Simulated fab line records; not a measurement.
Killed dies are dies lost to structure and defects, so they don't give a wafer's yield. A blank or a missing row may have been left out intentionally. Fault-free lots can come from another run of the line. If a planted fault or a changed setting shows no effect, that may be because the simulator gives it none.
Split-lot experiment    flow berkeleyCmos170    on a route of 331 steps: 5 lots, 23 wafers read

== THE SPLIT ITSELF ==
At UCB170_START_OXIDATION_02 (target thk 20 nm, ox time 1800 s), the setting tempC was moved away from the recipe's 950 C on 10 of the 23 wafers read, by -2.9% to -2.7%. The other wafers ran this setting at the recipe's value.

The file shows no step between the split and the reading.

== THE READING ==
At UCB170_START_THK_MEAS_03: START_OXIDE_THK, given in nm. Typical for fault-free wafers on this fab line: 19.9 nm, with standard deviation 0.45 nm.

wafer   tool, chamber at the split  tempC as run, C  against the recipe  START_OXIDE_THK, nm  against lot-mates on the recipe
L074.1  -, -                        922.2            -2.9%               14.3                 no lot-mate on the recipe
L074.2  -, -                        922.2            -2.9%               14.1                 no lot-mate on the recipe
L074.3  -, -                        922.2            -2.9%               14.3                 no lot-mate on the recipe
L074.4  -, -                        922.2            -2.9%               14.0                 no lot-mate on the recipe
L074.6  -, -                        922.2            -2.9%               14.0                 no lot-mate on the recipe
L075.1  -, -                        950              recipe              19.4                 -
L075.2  -, -                        950              recipe              19.0                 -
L075.3  -, -                        950              recipe              18.9                 -
L075.4  -, -                        950              recipe              18.8                 -
L075.6  -, -                        950              recipe              18.7                 -
L077.1  -, -                        924              -2.7%               15.3                 no lot-mate on the recipe
L077.2  -, -                        924              -2.7%               15.4                 no lot-mate on the recipe
L077.3  -, -                        924              -2.7%               15.4                 no lot-mate on the recipe
L077.5  -, -                        924              -2.7%               15.4                 no lot-mate on the recipe
L077.6  -, -                        924              -2.7%               15.4                 no lot-mate on the recipe
L082.1  -, -                        950              recipe              19.6                 -
L082.2  -, -                        950              recipe              19.9                 -
L082.3  -, -                        950              recipe              19.8                 -
L082.4  -, -                        950              recipe              20.0                 -
L082.6  -, -                        950              recipe              20.1                 -
L083.2  furnace-02, 0               950              recipe              20.0                 -
L083.4  furnace-02, 0               950              recipe              20.2                 -
L083.6  furnace-02, 0               950              recipe              19.9                 -

FIT RESULTS
A straight line over all 23 wafers: START_OXIDE_THK changes by +1.71 nm for each +1% of tempC; r = +0.98; the points scatter about the line by 0.52 nm.
Too few moved wafers have a lot-mate on the recipe to fit a line with each lot's own level taken away.

== THE WHOLE CHAIN: every reading that the file lists as answering this split, in the file's order ==
step                       what it does                      reading                                                                            change (the file's fit)               r (the file's)
UCB170_START_OXIDATION_02  target thk 20 nm, ox time 1800 s  SiO2_of_START_OXIDATION_02.thkNm (the simulator's own value, which no gauge read)  +1.69 nm for each +1% of the setting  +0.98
UCB170_START_THK_MEAS_03                                     START_OXIDE_THK                                                                    +1.69 for each +1% of the setting     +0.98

== THE FILE'S OWN FIT ==
START_OXIDE_THK changes by +1.69 nm for each +1% of tempC, r = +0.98.
